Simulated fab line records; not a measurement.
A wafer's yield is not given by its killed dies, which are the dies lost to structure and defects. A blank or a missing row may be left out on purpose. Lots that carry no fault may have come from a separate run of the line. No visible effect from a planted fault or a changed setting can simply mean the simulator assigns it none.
Check of tool commonality    flow berkeleyCmos170    Lots sampled 14, wafers sampled 48

WHY THIS WAS OPENED
UCB170_ACTIVE_THK_MEAS_06, reading ACTIVE_NITRIDE_THK: flagged on 2 of 14 lots. Wafers without a fault read 220.4 nm, standard deviation 2.1.
Rule: a lot is flagged when every wafer of it that has a number lies more than 4 standard deviations from that mean, or none has a number. The rest of the lots are taken to be sound.

lot   measured     on            ACTIVE_NITRIDE_THK (nm), wafer by wafer  flag
L412  day 4 04:43  filmMetro-04  220.1 219.3 218.6                        
L414  day 4 12:26  filmMetro-02  224.4 222.5 223.6                        
L415  day 4 16:41  filmMetro-03  218.7 216.4 218.3                        
L417  day 4 21:43  filmMetro-02  218.8 218.8 219.4                        
L420  day 6 04:54  filmMetro-04  356.3 356.4 354.9 356.3 356.3 355.2      FLAGGED
L421  day 6 04:54  filmMetro-03  354.7 352.8 355.0 354.9 352.8 354.9      FLAGGED
L425  day 6 22:54  filmMetro-03  219.1 219.9 219.7                        
L426  day 7 09:57  filmMetro-04  220.7 221.5 223.8                        
L428  day 7 09:58  filmMetro-02  222.8 225.0 224.5                        
L429  day 7 21:07  filmMetro-04  222.3 222.5 222.4                        
L427  day 7 21:08  filmMetro-02  222.2 221.6 220.3                        
L431  day 8 03:28  filmMetro-03  221.4 223.9 222.8                        
L432  day 8 03:28  filmMetro-04  218.3 218.8 219.1                        
L430  day 8 03:31  filmMetro-02  221.4 220.5 221.7                        
The numbers of the flagged lots are 355.0 nm on average: +134.6 nm against the usual, or +64 standard deviations.

EACH LOT AND THE TOOL IT RAN ON
The record keeps 1 process step preceding the reading, out of 331 steps on the route. In each cell: the tool, then ch and the chambers that the sampled wafers went through, then the start.
lot   flag     UCB170_ACTIVE_CVD_05
L412           lpcvd-02 ch 0, day 4 02:44
L414           lpcvd-01 ch 1, day 4 10:32
L415           lpcvd-02 ch 0, day 4 14:46
L417           lpcvd-02 ch 1, day 4 19:48
L420  FLAGGED  lpcvd-02 ch 1, day 6 02:59
L421  FLAGGED  lpcvd-02 ch 1, day 6 02:59
L425           lpcvd-01 ch 1, day 6 20:58
L426           lpcvd-01 ch 1, day 7 08:02
L428           lpcvd-01 ch 0, day 7 08:02
L429           lpcvd-01 ch 0, day 7 19:11
L427           lpcvd-01 ch 0, day 7 19:11
L431           lpcvd-01 ch 1, day 8 01:33
L432           lpcvd-01 ch 1, day 8 01:33
L430           lpcvd-01 ch 0, day 8 01:33
What is done by these steps:
- UCB170_ACTIVE_CVD_05: deposits Si3N4 from SiH2Cl2/NH3, target thk 220 nm, time 3300 s.
- UCB170_ACTIVE_THK_MEAS_06

FLAGGED AGAINST TOTAL, ONE TOOL AT A TIME (gauges that did the reading follow at the end)
step                       tool          lots run  flagged  share of the flagged lots  sound lots run after its first flagged lot
UCB170_ACTIVE_CVD_05       lpcvd-01      9         0        none                       -
UCB170_ACTIVE_CVD_05       lpcvd-02      5         2        all                        0
UCB170_ACTIVE_THK_MEAS_06  filmMetro-02  5         0        none                       -
UCB170_ACTIVE_THK_MEAS_06  filmMetro-03  4         1        some                       2 (L425,L431)
UCB170_ACTIVE_THK_MEAS_06  filmMetro-04  5         1        some                       3 (L426,L429,L432)

WHAT THE TABLE PERMITS
All flagged lots share 1 row of the table, namely lpcvd-02 at UCB170_ACTIVE_CVD_05.
- lpcvd-02 at UCB170_ACTIVE_CVD_05: 2 of its 5 lots flagged. Its last sound lot is L417 (day 4 19:48), its first flagged lot L420 (day 6 02:59): a fault that began between those two fits. Its own readings (spikeTcCentreC, spikeTcLoadC, spikeTcSourceC, susceptorTempC) fall more than 4 standard deviations out on all wafers of the flagged lots.
Left over: one tool, lpcvd-02 at UCB170_ACTIVE_CVD_05.

WHAT WAS PUT IN BY THE SIMULATOR
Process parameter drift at UCB170_ACTIVE_CVD_05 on lpcvd-02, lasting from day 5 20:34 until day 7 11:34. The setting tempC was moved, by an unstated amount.
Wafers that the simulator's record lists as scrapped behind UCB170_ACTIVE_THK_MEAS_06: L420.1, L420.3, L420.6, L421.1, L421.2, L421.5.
Shown lots that were struck: L420, L421. The rule above found the same.
